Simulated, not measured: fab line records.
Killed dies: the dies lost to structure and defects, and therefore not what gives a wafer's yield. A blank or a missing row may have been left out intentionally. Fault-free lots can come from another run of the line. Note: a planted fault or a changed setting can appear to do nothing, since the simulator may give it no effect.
Matching of chambers -- flow berkeleyCmos170 -- UCB170_GATE_ETCH_15 on rieSi-02: 4 sister chambers
The step etches poly-Si in HBr/Cl2, stops on SiO2, time 56.3 s, target depth 278.2 nm. 14 wafers are shown with their chamber, then 7 later ones without.

## WAFERS PAIRED WITH THEIR CHAMBERS
wafer,chamber,throttleValvePct (%),drypumpMotorCurrentA (A),oesProductAu (a.u.)
L592.1,1,26.52,5.3,0.833
L592.3,2,26.65,5.5,0.843
L592.6,0,26.24,6.3,0.839
L597.3,1,26.54,5.3,0.813
L597.4,3,26.71,5.5,0.815
L597.5,2,26.66,5.6,0.833
L595.2,2,26.66,5.5,0.839
L595.3,1,26.54,5.3,0.823
L595.5,1,26.52,5.3,0.815
L598.2,1,26.53,5.3,0.824
L598.3,2,26.65,5.5,0.831
L598.6,2,26.65,5.5,0.839
L601.1,1,26.53,5.3,0.820
L601.5,2,26.67,5.5,0.826

SIGNATURES (averages over the wafers above)
reading,chamber 0,chamber 1,chamber 2,chamber 3,scatter within a chamber
throttleValvePct,26.2400,26.5300,26.6567,26.7100,0.00856
drypumpMotorCurrentA,6.300,5.300,5.517,5.500,0.0289
oesProductAu,0.83900,0.82133,0.83517,0.81500,0.00674
Rule: distance of a wafer from a chamber = root of the sum over the readings of ((wafer's reading minus chamber's mean) / reading's scatter) squared. If the next closest chamber is less than 2 further off than the closest, the wafer can't be placed; otherwise it belongs to the closest. How the scatter is found: for the shown wafers, subtract from each reading the mean of its chamber, square and add these, divide the total by (wafers less chambers), then take the root.

## WAFERS MISSING THEIR CHAMBER
wafer,throttleValvePct (%),drypumpMotorCurrentA (A),oesProductAu (a.u.)
L601.6,26.54,5.3,0.814
L605.3,26.54,5.3,0.824
L605.5,26.65,5.6,0.840
L605.6,26.73,5.4,0.821
L614.1,26.32,6.3,0.838
L614.2,26.65,5.5,0.835
L614.6,26.30,6.3,0.838

## THE CHAMBER EACH PASSED THROUGH
wafer,from the rows above,in truth
L601.6,1,1
L605.3,1,1
L605.5,2,2
L605.6,3,3
L614.1,0,0
L614.2,2,2
L614.6,0,0
Placed correctly: 7 of 7. Can't be placed from these rows: 0. Number placed wrongly: 0.
